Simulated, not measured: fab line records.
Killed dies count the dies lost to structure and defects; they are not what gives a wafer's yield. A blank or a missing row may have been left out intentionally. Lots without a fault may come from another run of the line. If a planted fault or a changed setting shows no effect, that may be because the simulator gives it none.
What tool caused it? ; flow berkeleyCmos170 ; 14 lots with 41 wafers sampled at 4 steps, on a route of 331 steps

== WHAT EACH GAUGE READ, for each wafer ==
UCB170_M2_RS_MEAS_02: measures by four-point-probe.
lot;measured;on;M2_AL_RS (ohm/sq)
L809;day 7 15:37;filmMetro-04;0.0324 0.0321 0.0325
L810;day 7 16:02;filmMetro-02;0.0323 0.0322 0.0320
L811;day 8 01:08;filmMetro-04;0.0323 0.0319 0.0323
L813;day 8 21:37;filmMetro-02;0.0323 0.0326 0.0323
L815;day 9 03:46;filmMetro-03;0.0326 0.0325 0.0323
L817;day 9 09:34;filmMetro-04;0.0317 0.0320 0.0320
L816;day 9 09:46;filmMetro-02;0.0323 0.0321 0.0327
L819;day 9 10:00;filmMetro-02;0.0318 0.0324 0.0325
L814;day 9 10:14;filmMetro-03;0.0319 0.0321 0.0319
L821;day 10 06:36;filmMetro-04;0.0320 0.0317 0.0317
L822;day 11 06:12;filmMetro-02;0.0319 0.0314 0.0315
L827;day 11 15:30;filmMetro-02;0.0324 0.0326 0.0324
L829;day 11 23:19;filmMetro-04;0.0320 0.0323
L831;day 12 08:22;filmMetro-03;0.0322 0.0319 0.0320

UCB170_V2_OVL_MEAS_13.
lot;measured;on;V2_OVL (nm)
L809;day 7 21:13;overlay-01;-8 -7 -8
L810;day 7 20:58;overlay-01;16 8 10
L811;day 8 10:28;overlay-01;6 5 3
L813;day 9 02:58;overlay-01;-1 1 2
L815;day 9 08:47;overlay-01;6 -1 -4
L817;day 9 14:05;overlay-01;0 -2 -3
L816;day 9 15:03;overlay-02;6 1 2
L819;day 9 15:21;overlay-01;1 -9 -3
L814;day 9 15:36;overlay-02;-2 1 -5
L821;day 10 15:14;overlay-01;-2 -3 -4
L822;day 11 11:46;overlay-01;16 6 9
L827;day 11 20:40;overlay-02;-2 3 0
L829;day 12 06:00;overlay-01;5 3
L831;day 12 14:01;overlay-02;1 1 4

UCB170_M3_BOW_MEAS_20.
lot;measured;on;M3_BOW (um)
L809;day 8 01:38;filmMetro-02;29 40 42
L810;day 8 00:43;filmMetro-02;27 33 34
L811;day 8 14:26;filmMetro-02;40 41 41
L813;day 9 06:02;filmMetro-03;26 34 27
L815;day 9 12:01;filmMetro-02;27 37 22
L817;day 9 17:35;filmMetro-03;41 26 37
L816;day 9 18:11;filmMetro-03;31 35 40
L819;day 9 18:44;filmMetro-02;36 38 39
L814;day 9 18:59;filmMetro-03;52 44 49
L821;day 10 19:44;filmMetro-03;33 27 24
L822;day 11 15:25;filmMetro-01;32 58 32
L827;day 12 01:23;filmMetro-03;31 36 28
L829;day 12 10:45;filmMetro-03;28 36
L831;day 12 17:06;filmMetro-01;31 42 30

== WHICH TOOL RAN EACH LOT (tool, then ch and the chambers of the sampled wafers, then the start) ==
lot;UCB170_M3_SPUTTER_01
L809;pvdSputter-02, day 7 21:43
L810;pvdSputter-04, day 7 21:28
L811;pvdSputter-04, day 8 10:58
L813;pvdSputter-02, day 9 03:28
L815;pvdSputter-02, day 9 09:17
L817;pvdSputter-02, day 9 14:35
L816;pvdSputter-03, day 9 15:33
L819;pvdSputter-04, day 9 15:51
L814;pvdSputter-02, day 9 16:06
L821;pvdSputter-04, day 10 15:44
L822;pvdSputter-03, day 11 12:16
L827;pvdSputter-04, day 11 21:10
L829;pvdSputter-04, day 12 06:29
L831;pvdSputter-03, day 12 14:31
- UCB170_M3_SPUTTER_01: material Al, target thk 900 nm, time 120 s.

== AS READ BY THE TOOLS THEMSELVES (means over the sampled wafers that have a number; for cases with no such wafer, the mark the record gives instead) ==
UCB170_M3_SPUTTER_01.
lot;tool;throttleValvePct (%)
L809;pvdSputter-02;30.2
L810;pvdSputter-04;29.8
L811;pvdSputter-04;30.4
L813;pvdSputter-02;30.0
L815;pvdSputter-02;30.3
L817;pvdSputter-02;29.6
L816;pvdSputter-03;30.9
L819;pvdSputter-04;29.1
L814;pvdSputter-02;30.2
L821;pvdSputter-04;29.6
L822;pvdSputter-03;30.3
L827;pvdSputter-04;29.3
L829;pvdSputter-04;28.5
L831;pvdSputter-03;29.9

== THE ANSWER, worked out from the rows above alone ==
Rule: the usual values come from the lots themselves. The widest of any qualifying gaps counts: lots, ordered by their means at a reading, are off when they make up no more than a third of the lots, leave a main group of 4 or more, and stand apart from it by 3 or more times the standard deviation of that group's means. The tables above print the reading to a certain number of digits; a main group whose means all agree to those digits is not used. Also off: a lot with no number at a reading for which 4 or more lots have one. Any other lot the step has rows for is counted as sound. The gauges are gone through in route order, then the tools' own readings, and for those a lot's mean is taken as printed above. At the first step where some lot is off, the reading lying furthest off is the one used; lots without a number count as furthest.
Across all readings shown, no lot is off: no conclusion can be drawn from this.

== WHAT THE SIMULATOR HAD PUT IN ==
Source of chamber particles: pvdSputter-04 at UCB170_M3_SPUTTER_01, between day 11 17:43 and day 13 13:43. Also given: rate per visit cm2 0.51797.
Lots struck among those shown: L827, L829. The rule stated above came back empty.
